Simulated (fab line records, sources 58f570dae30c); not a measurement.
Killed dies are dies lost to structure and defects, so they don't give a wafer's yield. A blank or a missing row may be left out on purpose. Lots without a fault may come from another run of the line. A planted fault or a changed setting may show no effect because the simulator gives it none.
Which tool did it? | flow berkeley_cmos170 | 13 lots, 39 wafers sampled, at 6 steps of a route of 331

WHAT THE GAUGES READ, wafer by wafer
UCB170_CONTACT_CD_MEAS_15: target cd 700 nm.
lot  | measured     | on        | cd_nm (nm)
L430 | day 7 08:31  | cd_sem-01 | 699.5 699.1 699.9
L431 | day 8 04:59  | cd_sem-02 | 698.3 698.1 699.4
L433 | day 8 13:16  | cd_sem-01 | 701.6 701.8 701.2
L435 | day 8 15:45  | cd_sem-02 | 699.2 699.3 699.1
L439 | day 9 10:54  | cd_sem-01 | 700.1 700.1 701.3
L441 | day 9 18:43  | cd_sem-01 | 699.2 700.7 700.3
L444 | day 11 08:26 | cd_sem-01 | 697.4 699.1 698.7
L446 | day 11 08:41 | cd_sem-02 | 701.1 699.9 701.6
L448 | day 11 18:56 | cd_sem-02 | 702.6 702.1 702.1
L449 | day 11 21:02 | cd_sem-01 | 701.4 699.8 701.3
L451 | day 12 12:35 | cd_sem-01 | 699.4 700.3 699.8
L452 | day 12 12:43 | cd_sem-02 | 701.4 701.8 703.2
L453 | day 12 20:40 | cd_sem-01 | 700.5 700.8 699.9

UCB170_CONTACT_CD_MEAS_90: target cd 700 nm.
lot  | measured     | on        | cd_nm (nm)
L430 | day 7 08:56  | cd_sem-02 | 699.5 700.0 699.3
L431 | day 8 05:24  | cd_sem-01 | 699.6 698.4 699.9
L433 | day 8 13:41  | cd_sem-01 | 700.5 701.2 699.9
L435 | day 8 16:14  | cd_sem-02 | 699.1 698.3 698.8
L439 | day 9 11:19  | cd_sem-02 | 700.3 699.1 701.2
L441 | day 9 19:08  | cd_sem-02 | 699.5 700.3 701.4
L444 | day 11 08:52 | cd_sem-02 | 697.6 699.6 696.9
L446 | day 11 09:07 | cd_sem-02 | 701.0 699.2 702.0
L448 | day 11 19:21 | cd_sem-01 | 701.6 701.5 701.5
L449 | day 11 21:28 | cd_sem-01 | 701.7 699.3 701.2
L451 | day 12 13:01 | cd_sem-01 | 698.3 698.7 699.5
L452 | day 12 13:08 | cd_sem-01 | 701.0 701.6 702.6
L453 | day 12 21:05 | cd_sem-01 | 698.8 699.8 699.0

UCB170_V1_CD_MEAS_90: target cd 700 nm.
lot  | measured     | on        | cd_nm (nm)
L430 | day 7 15:03  | cd_sem-01 | 699.1 700.6 699.5
L431 | day 8 12:27  | cd_sem-01 | 696.5 696.7 696.9
L433 | day 8 19:43  | cd_sem-02 | 699.7 700.9 700.1
L435 | day 8 23:39  | cd_sem-02 | 700.3 699.1 700.3
L439 | day 9 18:31  | cd_sem-01 | 692.4 698.4 698.3
L441 | day 10 00:44 | cd_sem-02 | 697.4 698.6 698.2
L444 | day 11 15:06 | cd_sem-01 | 696.4 698.8 698.9
L446 | day 11 16:41 | cd_sem-01 | 698.0 698.2 697.9
L448 | day 12 03:05 | cd_sem-01 | 698.2 700.2 699.8
L449 | day 12 04:06 | cd_sem-01 | 698.4 698.4 697.9
L451 | day 12 20:27 | cd_sem-01 | 698.6 699.2 696.5
L452 | day 12 20:47 | cd_sem-02 | 699.2 698.3 698.0
L453 | day 13 04:08 | cd_sem-02 | 698.9 698.0 698.2

WHICH TOOL RAN EACH LOT (tool, then ch and the chambers of the sampled wafers, then the start)
lot  | UCB170_CONTACT_RTA_08            | UCB170_V1_ETCH_14                  | UCB170_V1_STRIP_15
L430 | rtp_anneal-02 ch 0, day 7 07:27  | rie_diel-01 ch 0,1,2, day 7 14:46  | plasma_asher-02 ch 0,1, day 7 14:57
L431 | rtp_anneal-02 ch 0, day 8 03:55  | rie_diel-04 ch 0,1,3, day 8 12:10  | plasma_asher-01 ch 0,1, day 8 12:21
L433 | rtp_anneal-02 ch 0, day 8 06:48  | rie_diel-03 ch 0,2,3, day 8 19:26  | plasma_asher-03 ch 0,1, day 8 19:37
L435 | rtp_anneal-01 ch 0, day 8 14:30  | rie_diel-03 ch 1,2,3, day 8 23:21  | plasma_asher-02 ch 0,1, day 8 23:32
L439 | rtp_anneal-02 ch 0, day 9 09:42  | rie_diel-04 ch 0,1,3, day 9 18:14  | plasma_asher-01 ch 0,1, day 9 18:25
L441 | rtp_anneal-01 ch 0, day 9 17:05  | rie_diel-03 ch 1,2, day 10 00:23   | plasma_asher-02 ch 0,1, day 10 00:36
L444 | rtp_anneal-02 ch 0, day 11 07:31 | rie_diel-01 ch 1,2,3, day 11 14:48 | plasma_asher-02 ch 0,1, day 11 14:59
L446 | rtp_anneal-01 ch 0, day 11 07:43 | rie_diel-03 ch 2,3, day 11 16:24   | plasma_asher-01 ch 0,1, day 11 16:35
L448 | rtp_anneal-01 ch 0, day 11 17:30 | rie_diel-03 ch 1,2,3, day 12 02:48 | plasma_asher-03 ch 0,1, day 12 02:59
L449 | rtp_anneal-01 ch 0, day 11 19:08 | rie_diel-03 ch 0,1, day 12 03:48   | plasma_asher-02 ch 1, day 12 03:59
L451 | rtp_anneal-02 ch 0, day 12 11:29 | rie_diel-03 ch 0,1,3, day 12 20:10 | plasma_asher-03 ch 0,1, day 12 20:21
L452 | rtp_anneal-01 ch 0, day 12 11:43 | rie_diel-04 ch 2,3, day 12 20:31   | plasma_asher-01 ch 0,1, day 12 20:41
L453 | rtp_anneal-02 ch 0, day 12 19:30 | rie_diel-04 ch 0,2,3, day 13 03:49 | plasma_asher-03 ch 0,1, day 13 04:02
- UCB170_CONTACT_RTA_08: time 10 s.
- UCB170_V1_ETCH_14: etches SiO2 in CHF3/CF4/Ar, stops on Al, target depth 1250 nm, time 291 s.
- UCB170_V1_STRIP_15: strips in O2.

WHAT THE TOOLS THEMSELVES READ (means of the sampled wafers that have a number; where no wafer has one, the mark that the record gives instead)
UCB170_CONTACT_RTA_08.
lot  | tool          | chamber_o2_ppm | lamp_power_pct (%) | wafer_temp_C_max
L430 | rtp_anneal-02 | 1.978          | 25.7               | 903.4
L431 | rtp_anneal-02 | 2.016          | 25.7               | 903.3
L433 | rtp_anneal-02 | 2.002          | 25.7               | 902.7
L435 | rtp_anneal-01 | 2.019          | 24.0               | 903.5
L439 | rtp_anneal-02 | 1.979          | 25.7               | 903.8
L441 | rtp_anneal-01 | 1.998          | 24.0               | 902.7
L444 | rtp_anneal-02 | 2.002          | 25.7               | 904.0
L446 | rtp_anneal-01 | 1.998          | 23.9               | 903.0
L448 | rtp_anneal-01 | 2.018          | 23.9               | 904.3
L449 | rtp_anneal-01 | 2.017          | 24.0               | 903.5
L451 | rtp_anneal-02 | 1.984          | 25.7               | 903.8
L452 | rtp_anneal-01 | 1.969          | 23.9               | 903.3
L453 | rtp_anneal-02 | 2.018          | 25.7               | 904.4

UCB170_V1_ETCH_14.
lot  | tool        | CHF3_flow_sccm (sccm) | drypump_motor_current_A (A) | oes_product_au (a.u.) | rf_fwd_power_W (W) | throttle_valve_pct (%)
L430 | rie_diel-01 | 45.03                 | 5.8                         | 0.884                 | 700.1              | 6.95
L431 | rie_diel-04 | 45.12                 | 5.7                         | 0.884                 | 698.5              | 7.04
L433 | rie_diel-03 | 44.99                 | 5.8                         | 0.878                 | 699.9              | 7.08
L435 | rie_diel-03 | 45.13                 | 5.4                         | 0.875                 | 695.9              | 7.10
L439 | rie_diel-04 | 44.97                 | 5.7                         | 0.874                 | 607.3              | 7.04
L441 | rie_diel-03 | 45.04                 | 5.2                         | 0.879                 | 699.9              | 7.06
L444 | rie_diel-01 | 45.01                 | 5.6                         | 0.890                 | 696.4              | 6.91
L446 | rie_diel-03 | 44.92                 | 5.5                         | 0.879                 | 697.4              | 7.11
L448 | rie_diel-03 | 44.96                 | 5.4                         | 0.880                 | 697.8              | 7.11
L449 | rie_diel-03 | 44.88                 | 5.9                         | 0.870                 | 699.6              | 7.00
L451 | rie_diel-03 | 44.98                 | 5.7                         | 0.875                 | 698.6              | 7.08
L452 | rie_diel-04 | 45.19                 | 5.9                         | 0.869                 | 700.4              | 6.96
L453 | rie_diel-04 | 44.95                 | 5.8                         | 0.872                 | 698.1              | 7.01

UCB170_V1_STRIP_15.
lot  | tool            | drypump_motor_current_A (A) | oes_product_au (a.u.) | strip_time_to_endpoint_s (s)
L430 | plasma_asher-02 | 6.2                         | 0.720                 | 15.25
L431 | plasma_asher-01 | 6.0                         | 0.725                 | 15.33
L433 | plasma_asher-03 | 5.7                         | 0.724                 | 15.35
L435 | plasma_asher-02 | 6.3                         | 0.720                 | 15.39
L439 | plasma_asher-01 | 5.7                         | 0.722                 | 15.71
L441 | plasma_asher-02 | 6.3                         | 0.724                 | 15.52
L444 | plasma_asher-02 | 6.3                         | 0.721                 | 15.20
L446 | plasma_asher-01 | 6.0                         | 0.724                 | 15.39
L448 | plasma_asher-03 | 5.6                         | 0.721                 | 15.37
L449 | plasma_asher-02 | 6.2                         | 0.716                 | 15.35
L451 | plasma_asher-03 | 5.6                         | 0.717                 | 15.34
L452 | plasma_asher-01 | 5.7                         | 0.725                 | 15.26
L453 | plasma_asher-03 | 5.7                         | 0.721                 | 15.36

THE ANSWER, worked out from the rows above alone
Rule: what is usual is taken from the lots themselves. Put in order of their means at a reading, lots are off if they are a third of the lots or fewer, leave a main group of 4 or more, and stand apart from it by a gap of 3 or more times the standard deviation of the main group's means; of several such gaps the widest counts. A main group whose means are all the same, to the digits that the tables above print for the reading, isn't used. A lot without any number at a reading at which 4 lots or more have one is off too. The other lots that the step has rows for count as sound. The gauges are gone through in route order, then the tools' own readings, and for those a lot's mean is taken as printed above. The first step at which some lot is off is used, and at that step the reading that is off furthest; a lot without a number counts as furthest.
Off: L439, at UCB170_V1_ETCH_14 (rf_fwd_power_W). The main group: mean 698.5 W, standard deviation 1.4.
A tool fits if, at that step or a process step before it, it ran every lot that is off, and no sound lot after the first of them. None of those tried fits.

WHAT THE SIMULATOR HAD PUT IN
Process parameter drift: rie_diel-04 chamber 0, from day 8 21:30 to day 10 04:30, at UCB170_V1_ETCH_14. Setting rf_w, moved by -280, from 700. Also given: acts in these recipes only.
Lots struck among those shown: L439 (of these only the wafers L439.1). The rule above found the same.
